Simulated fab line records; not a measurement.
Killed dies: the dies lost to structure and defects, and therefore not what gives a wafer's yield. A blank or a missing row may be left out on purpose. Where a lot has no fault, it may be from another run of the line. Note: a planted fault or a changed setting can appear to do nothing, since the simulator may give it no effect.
Which tool did it? ; flow rit-cmos ; 21 wafers from 7 lots sampled at 3 of the route's 202 steps

WHAT THE GAUGES READ, wafer by wafer
RIT_SDANNEAL_RS_MEAS_07: measurement is done with a four-point probe.
lot;measured;on;NLDD_RS (ohm/sq)
L240;day 3 11:53;film-metro-03;151.2 151.0 150.9
L243;day 4 04:32;film-metro-04;151.5 151.9 152.0
L246;day 4 19:16;film-metro-04;152.0 151.2 151.8
L251;day 5 18:24;film-metro-04;152.3 151.5 151.9
L254;day 6 10:00;film-metro-04;151.6 151.8 151.6
L259;day 7 10:01;film-metro-01;164.7 165.1 164.1
L261;day 7 21:36;film-metro-01;151.3 151.1 151.6

WHAT TOOL EACH LOT RAN ON (gives the tool, then ch and the chambers of the sampled wafers, and finally the start)
lot;RIT_NLDD_IMPLANT_08;RIT_PLDD_STRIP_09
L240;implanter-02 ch 0, day 3 03:20;plasma-asher-04 ch 0,1, day 3 04:55
L243;implanter-02 ch 0, day 3 20:04;plasma-asher-04 ch 0,1, day 3 21:44
L246;implanter-04 ch 0, day 4 10:04;plasma-asher-01 ch 1, day 4 11:36
L251;implanter-01 ch 0, day 5 10:02;plasma-asher-01 ch 0,1, day 5 11:38
L254;implanter-02 ch 0, day 6 01:49;plasma-asher-01 ch 0,1, day 6 03:23
L259;implanter-02 ch 0, day 7 01:50;plasma-asher-01 ch 0, day 7 03:25
L261;implanter-01 ch 0, day 7 13:13;plasma-asher-02 ch 0,1, day 7 14:55
- RIT_NLDD_IMPLANT_08
- RIT_PLDD_STRIP_09: strips in O2, time 180 s.

THE ANSWER, worked out from the rows above alone
Rule: the usual values come from the lots themselves. The widest of any qualifying gaps counts: lots, ordered by their means at a reading, are off when they make up no more than a third of the lots, leave a main group of 4 or more, and stand apart from it by 3 or more times the standard deviation of that group's means. If all means in a main group match to the digits the tables above print for the reading, that group is not used. A lot without any number at a reading at which 4 lots or more have one is off too. All remaining lots with rows at the step are treated as sound.
Off: L259, seen at RIT_SDANNEAL_RS_MEAS_07 (NLDD_RS). The main group has a mean of 151.6 ohm/sq with a standard deviation of 0.3.
A tool fits if, at a process step before that reading, it ran every lot that is off, and no sound lot after the first of them. Gauges at RIT_SDANNEAL_RS_MEAS_07: tried the same way as those tools. 2 tools fit, implanter-02 at RIT_NLDD_IMPLANT_08 and plasma-asher-01 at RIT_PLDD_STRIP_09, so this cannot tell which one it is.

WHAT THE SIMULATOR HAD INSERTED
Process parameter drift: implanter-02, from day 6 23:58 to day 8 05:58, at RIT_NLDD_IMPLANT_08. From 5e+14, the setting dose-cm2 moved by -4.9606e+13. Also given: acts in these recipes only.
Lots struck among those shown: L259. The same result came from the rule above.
